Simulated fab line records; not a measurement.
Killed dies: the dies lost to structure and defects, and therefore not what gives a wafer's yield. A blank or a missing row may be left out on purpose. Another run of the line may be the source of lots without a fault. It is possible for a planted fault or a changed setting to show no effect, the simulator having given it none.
2 desks looking at one fault || flow rit_cmos || every desk sees just its own numbers, and what lay behind them comes last

## FOR THE TOOL OWNER'S DESK: rie_diel-04
The tool's own readings at RIT_CONTACT_ETCH_11 (etches SiO2 in CHF3/CF4/Ar, stops on TiSi2, target depth 480 nm, time 320 s): means of the sampled wafers that have a number, for each lot that ran on this tool. Marked OUT: a lot whose mean sits more than 4 standard deviations from the usual mean, which makes it out of limits; the brackets give that distance.
Columns: A = drypump_motor_current_A at RIT_CONTACT_ETCH_11, usual 5.8 A; B = oes_product_au at RIT_CONTACT_ETCH_11, usual 0.987 a.u.; C = throttle_valve_pct at RIT_CONTACT_ETCH_11, usual 8.85 %
{"lot": "L856", "first seen here": "day 3 18:47", "A": 5.6, "B": 1.013, "C": 8.93}
{"lot": "L868", "first seen here": "day 6 07:53", "A": 6.1, "B": 0.978, "C": 8.87}
{"lot": "L871", "first seen here": "day 7 03:59", "A": 6.1, "B": 0.982, "C": 8.80}
This desk's finding: nothing out of limits on any of the 3 lots.

## AT THE METROLOGY DESK
What the gauges read for every lot (on any tool): the sampled wafers with a number, averaged. Marked OUT: a lot whose mean sits more than 4 standard deviations from the usual mean, which makes it out of limits; the brackets give that distance.
Columns: A = CONTACT_TEOS_THK at RIT_CONTACT_THK_MEAS_01, usual 399 nm; B = cd_nm at RIT_CONTACT_CD_MEAS_08, usual 1001.3 nm; C = CONTACT_OVL at RIT_CONTACT_OVL_MEAS_09, usual -0.8 nm
{"lot": "L855", "first seen here": "day 3 12:34", "A": 403, "B": 1002.7, "C": -1.7}
{"lot": "L856", "first seen here": "day 3 17:28", "A": 395, "B": 998.7, "C": -1.6}
{"lot": "L868", "first seen here": "day 6 06:34", "A": 399, "B": 1002.1, "C": 0.0}
{"lot": "L871", "first seen here": "day 7 02:14", "A": 398, "B": 999.1, "C": 1.2}
{"lot": "L872", "first seen here": "day 7 06:50", "A": 394, "B": 1000.5, "C": -0.7}
{"lot": "L873", "first seen here": "day 7 11:11", "A": 409, "B": 1002.5, "C": 0.4}
This desk's finding: nothing out of limits on any of the 6 lots.

## BROUGHT TOGETHER
The desk of the tool owner found nothing out of limits.
The metrology desk saw nothing out of limits.

## WHAT WAS PUT IN BY THE SIMULATOR
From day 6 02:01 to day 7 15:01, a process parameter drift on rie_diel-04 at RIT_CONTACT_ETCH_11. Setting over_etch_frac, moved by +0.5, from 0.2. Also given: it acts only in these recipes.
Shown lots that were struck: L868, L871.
